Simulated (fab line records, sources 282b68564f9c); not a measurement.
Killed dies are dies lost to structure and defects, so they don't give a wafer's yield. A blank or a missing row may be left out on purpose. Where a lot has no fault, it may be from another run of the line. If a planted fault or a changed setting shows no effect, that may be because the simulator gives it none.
Which tool was responsible? | flow rit cmos | 7 lots, 21 wafers sampled, at 2 steps of a route of 202

WHAT THE GAUGES SHOWED, per wafer
RIT_SDANNEAL_RS_MEAS_04: a four-point-probe measurement.
lot  | measured    | on            | PSD_RS (ohm/sq)
L889 | day 3 19:09 | film metro-02 | 116.17 115.84 115.80
L891 | day 4 00:17 | film metro-02 | 116.08 116.16 116.12
L893 | day 4 08:19 | film metro-04 | 115.76 116.04 115.90
L897 | day 5 01:39 | film metro-04 | 115.94 116.01 115.97
L899 | day 5 18:38 | film metro-04 | 115.41 115.85 116.01
L905 | day 6 21:32 | film metro-03 | 115.50 115.63 115.43
L911 | day 8 02:43 | film metro-03 | 115.62 115.93 115.57

WHAT TOOL EACH LOT RAN ON (gives the tool, then ch and the chambers of the sampled wafers, and finally the start)
lot  | RIT_SDANNEAL_RTA_03
L889 | rtp anneal-02 ch 0, day 3 19:04
L891 | rtp anneal-02 ch 0, day 4 00:14
L893 | rtp anneal-02 ch 0, day 4 08:16
L897 | rtp anneal-01 ch 0, day 5 01:35
L899 | rtp anneal-02 ch 0, day 5 18:35
L905 | rtp anneal-02 ch 0, day 6 21:28
L911 | rtp anneal-02 ch 0, day 8 02:40
- RIT_SDANNEAL_RTA_03: time 5 s.

THE ANSWER, worked out from the rows above alone
Rule: what is usual is taken from the lots themselves. The widest of any qualifying gaps counts: lots, ordered by their means at a reading, are off when they make up no more than a third of the lots, leave a main group of 4 or more, and stand apart from it by 3 or more times the standard deviation of that group's means. A main group whose means are all the same, to the digits that the tables above print for the reading, isn't used. Also off: a lot with no number at a reading for which 4 or more lots have one. Where the step has rows for the other lots, those lots are counted as sound.
Nothing can be told from this: no lot is off at any reading shown.

WHAT WAS PUT IN BY THE SIMULATOR
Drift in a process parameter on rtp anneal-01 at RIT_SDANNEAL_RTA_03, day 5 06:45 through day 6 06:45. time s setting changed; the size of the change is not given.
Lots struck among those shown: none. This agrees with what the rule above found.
